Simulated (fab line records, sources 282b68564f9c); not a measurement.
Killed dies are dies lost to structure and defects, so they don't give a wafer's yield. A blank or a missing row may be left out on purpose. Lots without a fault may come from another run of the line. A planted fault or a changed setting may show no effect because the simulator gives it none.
Which tool did it? | flow rit_cmos | 7 lots, 21 wafers sampled, at 3 steps of a route of 202

WHAT THE GAUGES READ, wafer by wafer
RIT_PSD_TW_MEAS_10.
lot  | measured    | on            | PSD_TW
L427 | day 3 20:16 | film_metro-01 | 3407 3420 3420
L434 | day 5 05:26 | film_metro-01 | 30 30 30 30 30 30
L438 | day 5 23:08 | film_metro-04 | 3407 3384 3391
L441 | day 6 12:50 | film_metro-04 | 3403 3393 3401
L445 | day 7 03:51 | film_metro-03 | 3411 3438 3416
L447 | day 7 19:35 | film_metro-01 | 3421 3391 3412
L449 | day 8 05:58 | film_metro-03 | 3427 3422 3412

WHICH TOOL RAN EACH LOT (tool, then ch and the chambers of the sampled wafers, then the start)
lot  | RIT_ACTIVE_STRIP_14                 | RIT_NSD_STRIP_09
L427 | plasma_asher-02 ch 0,1, day 1 21:25 | plasma_asher-01 ch 0,1, day 3 18:31
L434 | plasma_asher-03 ch 1, day 3 08:41   | plasma_asher-01 ch 0,1, day 5 03:20
L438 | plasma_asher-03 ch 0,1, day 4 06:59 | plasma_asher-02 ch 0,1, day 5 21:17
L441 | plasma_asher-01 ch 0,1, day 4 19:07 | plasma_asher-01 ch 0,1, day 6 11:16
L445 | plasma_asher-02 ch 0,1, day 5 14:52 | plasma_asher-02 ch 0,1, day 7 02:16
L447 | plasma_asher-02 ch 0,1, day 6 01:11 | plasma_asher-01 ch 0,1, day 7 18:01
L449 | plasma_asher-02 ch 0,1, day 6 10:55 | plasma_asher-02 ch 0,1, day 8 04:14
- RIT_ACTIVE_STRIP_14: strips in O2, time 180 s.
- RIT_NSD_STRIP_09: strips in O2, time 180 s.

THE ANSWER, worked out from the rows above alone
Rule: what is usual is taken from the lots themselves. Put in order of their means at a reading, lots are off if they are a third of the lots or fewer, leave a main group of 4 or more, and stand apart from it by a gap of 3 or more times the standard deviation of the main group's means; of several such gaps the widest counts. A main group whose means are all the same, to the digits that the tables above print for the reading, isn't used. A lot without any number at a reading at which 4 lots or more have one is off too. The other lots that the step has rows for count as sound.
Off: L434, at RIT_PSD_TW_MEAS_10 (PSD_TW). The main group: mean 3410, standard deviation 10.
A tool fits if, at a process step before that reading, it ran every lot that is off, and no sound lot after the first of them. The gauges at RIT_PSD_TW_MEAS_10 are tried like those tools. None of those tried fits.

WHAT THE SIMULATOR HAD PUT IN
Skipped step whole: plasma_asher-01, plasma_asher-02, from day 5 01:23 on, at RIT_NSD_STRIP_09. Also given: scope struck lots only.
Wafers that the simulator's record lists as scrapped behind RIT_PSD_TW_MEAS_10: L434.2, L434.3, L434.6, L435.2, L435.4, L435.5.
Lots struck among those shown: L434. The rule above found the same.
